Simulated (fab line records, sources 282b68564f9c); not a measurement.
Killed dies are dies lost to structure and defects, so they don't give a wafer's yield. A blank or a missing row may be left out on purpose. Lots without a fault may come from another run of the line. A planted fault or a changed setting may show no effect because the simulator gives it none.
A struck lot beside a sound one | flow rit_cmos | 28 steps out of a route of 202
Sound: wafers L593.1, L593.4, L593.5. Struck: wafers L603.1, L603.2, L603.3. The cause comes at the end.
At each step with rows: each side's tool, then ch and its chambers, then its first start. Under that, the readings that differ: sound wafers | struck wafers | difference of the means | sigmas: that difference in standard deviations of wafers without a fault.
alike: readings whose means differ by less than 2 such deviations, and words and numbers that are the same on both sides. not compared: withheld readings, readings that some wafer has no value for, bounds like >300 that may hide the same value, and numbers for which the record gives no deviation and whose values overlap.
The two part at a step that has a row with sigmas, a row that says differs or no value, or rows on one side only. Numbers that don't overlap but have no deviation are shown without sigmas and don't part them. A reading that every wafer of one side lacks parts them only if that side has two wafers or more.

RIT_FOX2_THK_MEAS_01:
  sound on film_metro-04, day 4 07:12; struck on film_metro-04, day 6 12:25
  alike: FOX2_OXIDE_THK
then, 2 steps without rows for these wafers: RIT_FOX2_CLEAN_02 (cleans in dHF, time 180 s); RIT_FOX2_WET_ETCH_03 (etches Si3N4 in H3PO4, target depth 195 nm, time 2700 s).
RIT_FOX2_THK_MEAS_90:
  sound on film_metro-04, day 4 08:09; struck on film_metro-03, day 6 13:18
  alike: FIELD_OXIDE_LEFT_1_THK
then, 6 steps without rows for these wafers: RIT_NWELL_HMDS_00 (prime time 60 s); RIT_NWELL_COAT_01 (resist thk 1300 nm); RIT_NWELL_SOFTBAKE_02 (time 60 s); RIT_NWELL_EXPOSE_03 (exposes mask M2, target cd 43900 nm); RIT_NWELL_PEB_04; RIT_NWELL_DEVELOP_05 (develop time 68 s).
RIT_NWELL_OVL_MEAS_06:
  sound on overlay-02, day 4 09:17; struck on overlay-02, day 6 14:14
  alike: NWELL_OVL
then, 1 step without rows for these wafers: RIT_NWELL_HARDBAKE_07 (time 120 s).
RIT_NWELL_IMPLANT_08:
  sound on implanter-03 ch 0, day 4 09:35; struck on implanter-03 ch 0, day 6 14:32
  reading            | sound                         | struck                        | difference | sigmas
  dose_ions_cm2      | 4.998e+13 4.996e+13 4.997e+13 | 7.101e+13 7.105e+13 7.104e+13 | +2.106e+13 | +99 or more
  faraday_current_uA | 160 157 159                   | 224 227 228                   | +68        | +21
RIT_NWELL_STRIP_09: strips in O2, time 180 s.
  sound on plasma_asher-03 ch 1, day 4 09:44; struck on plasma_asher-04 ch 0,1, day 6 14:41
  alike: drypump_motor_current_A
  not compared: rf_hours_counter_h
RIT_NWELL_TW_MEAS_10:
  sound on film_metro-01, day 4 09:54; struck on film_metro-01, day 6 15:05
  reading  | sound          | struck         | difference | sigmas
  NWELL_TW | 2146 2138 2155 | 2394 2388 2392 | +245       | +13
  not compared: hold
then, 5 steps without rows for these wafers: RIT_PWELL_COAT_01 (resist thk 1300 nm); RIT_PWELL_SOFTBAKE_02 (time 60 s); RIT_PWELL_EXPOSE_03 (exposes mask M3, target cd 43700 nm); RIT_PWELL_PEB_04; RIT_PWELL_DEVELOP_05 (develop time 68 s).
RIT_PWELL_OVL_MEAS_06:
  sound on overlay-02, day 4 10:58; struck on overlay-01, day 6 19:47
  reading        | sound         | struck         | difference | sigmas
  PWELL_OVL (nm) | -0.8 2.7 -1.8 | -2.2 -2.8 -2.9 | -2.7       | -2
then, 2 steps without rows for these wafers: RIT_PWELL_HARDBAKE_07 (time 120 s); RIT_PWELL_IMPLANT_08.
RIT_PWELL_STRIP_09: strips in O2, time 180 s.
  sound on plasma_asher-01 ch 0,1, day 4 11:25; struck on plasma_asher-02 ch 0,1, day 6 20:29
  alike: drypump_motor_current_A
  not compared: rf_hours_counter_h
RIT_PWELL_TW_MEAS_10:
  sound on film_metro-04, day 4 11:35; struck on film_metro-02, day 6 20:40
  alike: PWELL_TW
then, 1 step without rows for these wafers: RIT_WELLDRIVE_ANNEAL_00 (time 14700 s).
RIT_WELLDRIVE_RS_MEAS_01: measures by four-point-probe.
  sound on film_metro-02, day 4 16:44; struck on film_metro-02, day 7 03:15
  reading           | sound             | struck            | difference | sigmas
  NWELL_RS (ohm/sq) | 275.1 274.1 274.5 | 223.2 223.5 223.3 | -51.2      | -60
  not compared: hold
RIT_M1_PROBE_99:
  the record has rows for the sound wafers here (prober-02, day 6 06:07) and none for the struck ones

WHERE THEY PART
First at RIT_NWELL_IMPLANT_08; last, within this record, at RIT_M1_PROBE_99.

WHY: what the simulator had put in
Process parameter drift: implanter-03, from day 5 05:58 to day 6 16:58, at RIT_NWELL_IMPLANT_08. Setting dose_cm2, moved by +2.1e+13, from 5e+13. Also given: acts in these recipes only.
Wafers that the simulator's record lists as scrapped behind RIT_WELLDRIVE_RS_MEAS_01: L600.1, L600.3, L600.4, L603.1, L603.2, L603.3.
